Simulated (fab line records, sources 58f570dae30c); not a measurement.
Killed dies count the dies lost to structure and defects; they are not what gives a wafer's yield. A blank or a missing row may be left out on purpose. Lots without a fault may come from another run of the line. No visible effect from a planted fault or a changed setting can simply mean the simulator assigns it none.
Problem report, 8D (eight disciplines) form, completed by code | flow berkeleyCmos170 | the parts of the form that need people (team, actions taken, sign-off) are left out

1. WHAT WENT WRONG
Wafers without a fault read 18.04 s, standard deviation 0.1; stripTimeToEndpointS at UCB170_NWELL_STRIP_15 reads a mean of 18.69 s on 6 wafers belonging to 2 lots. That puts it +6.5 standard deviations away from the usual mean.
The step: strips in O2.
The first sign was on wafer L342.2 at day 3 19:57, on plasmaAsher-03. The record has a number at this step for 42 wafers belonging to 14 lots. By rule, "out" or "out of limits" means more than 4 standard deviations away from the usual mean. All remaining wafers that have a number are taken as sound.

2. WHAT THIS IS AND IS NOT
question                    | is                             | is not
which readings at this step | stripTimeToEndpointS           | drypumpMotorCurrentA, oesProductAu
which lots                  | L342, L346                     | L335, L336, L338, L339, L341, L344, L351, L352, L354, L355, L357, L358
which wafers of those lots  | all that have a number         | -
read on which tools         | plasmaAsher-01, plasmaAsher-03 | plasmaAsher-02
when                        | from day 3 19:57               | up to then (12 sound wafers); but 24 sound wafers of L341, L344, L351, L352, L354, L355, L357, L358 came after

3. WHAT RULES OUT EACH SUSPECT
Counting: a tool at any process step up to the reading remains a suspect when it ran all the lots that are out and ran no sound lot after the first of those.
- lithoTrack-03 at UCB170_NWELL_COAT_07 (resist thk 900 nm): ruled out as a lasting fault. Following L342 (day 3 18:31), the first lot on it that is out, the sound lots L357 were run on it.
Left after counting: nothing in the record.

4. THE CAUSE (what the simulator had put in)
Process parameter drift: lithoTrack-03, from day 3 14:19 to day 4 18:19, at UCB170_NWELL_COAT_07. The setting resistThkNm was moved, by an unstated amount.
Counting ruled it out, wrongly: the rule takes a fault to strike every lot that its tool runs from its start on, and this one did not.

5. SEQUENCE OF EFFECTS, ordered by route
Each row: a reading whose mean over the struck wafers that have a number lies more than 3 standard deviations from the usual. Only readings for which the record gives a usual standard deviation are gone through. hours: the time from each lot's start at the first step in this table that gives one to its start at this step, as a median over the lots. sigmas: the change in usual standard deviations.
hours | step                  | reading              | usual   | on struck wafers | change | sigmas
0     | UCB170_NWELL_STRIP_15 | stripTimeToEndpointS | 18.04 s | 18.69            | +0.65  | +6.5
The process steps in it:
- UCB170_NWELL_STRIP_15: strips in O2.

6. HOW IT WOULD HAVE BEEN CAUGHT EARLIER
6 hours passed between the start of the fault at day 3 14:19 and the first reading out of limits in this record, taken at day 3 19:57.
Of the tool readings at UCB170_NWELL_COAT_07 for which the record gives a usual standard deviation, none was out on any struck wafer, so an alarm limit of 4 standard deviations on them would not have fired.
